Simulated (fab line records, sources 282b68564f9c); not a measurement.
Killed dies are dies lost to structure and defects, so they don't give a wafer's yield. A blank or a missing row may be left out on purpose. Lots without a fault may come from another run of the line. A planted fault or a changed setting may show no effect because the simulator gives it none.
Tool commonality check | flow rit_cmos | 14 lots, 48 wafers sampled

WHY IT WAS OPENED
At RIT_NLDD_TW_MEAS_10 the reading NLDD_TW is flagged on 2 of 14 lots. Wafers without a fault read 2481, standard deviation 15.
Rule: a lot is flagged when every wafer of it that has a number lies more than 4 standard deviations from that mean, or none has a number. The other lots count as sound.

lot  | measured    | on            | NLDD_TW, wafer by wafer       | flag
L288 | day 2 19:32 | film_metro-03 | 2463 2474 2473                |
L289 | day 2 22:55 | film_metro-04 | 2483 2478 2490                |
L290 | day 3 11:04 | film_metro-01 | 2480 2485 2487                |
L291 | day 3 18:07 | film_metro-03 | 2474 2465 2465                |
L292 | day 4 00:57 | film_metro-01 | 2495 2517 2499                |
L293 | day 4 02:51 | film_metro-01 | 2483 2493 2495                |
L294 | day 4 05:34 | film_metro-03 | 2488 2479 2486                |
L295 | day 4 13:12 | film_metro-04 | 2498 2484 2489                |
L297 | day 5 07:07 | film_metro-01 | 2515 2507 2498                |
L298 | day 5 07:22 | film_metro-03 | 2455 2469 2464                |
L299 | day 5 07:55 | film_metro-01 | 2974 2970 2978 2972 2983 2972 | FLAGGED
L303 | day 6 05:32 | film_metro-03 | 2483 2466 2472                |
L304 | day 6 13:27 | film_metro-04 | 2930 2932 2926 2926 2916 2911 | FLAGGED
L311 | day 7 14:37 | film_metro-01 | 2488 2492 2493                |
The numbers of the flagged lots are 2949 on average: +468 against the usual, or +31 standard deviations.

WHICH TOOL RAN EACH LOT
The record holds 1 process step before the reading, out of a route of 202 steps. In each cell: the tool, then ch and the chambers that the sampled wafers went through, then the start.
lot  | flag    | RIT_NLDD_IMPLANT_08
L288 |         | implanter-01 ch 0, day 2 19:13
L289 |         | implanter-03 ch 0, day 2 22:35
L290 |         | implanter-03 ch 0, day 3 10:45
L291 |         | implanter-01 ch 0, day 3 17:47
L292 |         | implanter-03 ch 0, day 4 00:37
L293 |         | implanter-04 ch 0, day 4 02:31
L294 |         | implanter-01 ch 0, day 4 05:14
L295 |         | implanter-03 ch 0, day 4 12:53
L297 |         | implanter-04 ch 0, day 5 06:47
L298 |         | implanter-01 ch 0, day 5 07:05
L299 | FLAGGED | implanter-04 ch 0, day 5 07:19
L303 |         | implanter-03 ch 0, day 6 05:13
L304 | FLAGGED | implanter-01 ch 0, day 6 12:49
L311 |         | implanter-04 ch 0, day 7 14:18
What these steps do:
- RIT_NLDD_IMPLANT_08
- RIT_NLDD_TW_MEAS_10

FLAGGED OVER TOTAL, TOOL BY TOOL (the gauges that took the reading come last)
step                | tool          | lots run | flagged | share of the flagged lots | sound lots run after its first flagged lot
RIT_NLDD_IMPLANT_08 | implanter-01  | 5        | 1       | some                      | 0
RIT_NLDD_IMPLANT_08 | implanter-03  | 5        | 0       | none                      | -
RIT_NLDD_IMPLANT_08 | implanter-04  | 4        | 1       | some                      | 1 (L311)
RIT_NLDD_TW_MEAS_10 | film_metro-01 | 6        | 1       | some                      | 1 (L311)
RIT_NLDD_TW_MEAS_10 | film_metro-03 | 5        | 0       | none                      | -
RIT_NLDD_TW_MEAS_10 | film_metro-04 | 3        | 1       | some                      | 0

WHAT THE TABLE ALLOWS
No row of the table ran every flagged lot.

WHAT THE SIMULATOR HAD PUT IN
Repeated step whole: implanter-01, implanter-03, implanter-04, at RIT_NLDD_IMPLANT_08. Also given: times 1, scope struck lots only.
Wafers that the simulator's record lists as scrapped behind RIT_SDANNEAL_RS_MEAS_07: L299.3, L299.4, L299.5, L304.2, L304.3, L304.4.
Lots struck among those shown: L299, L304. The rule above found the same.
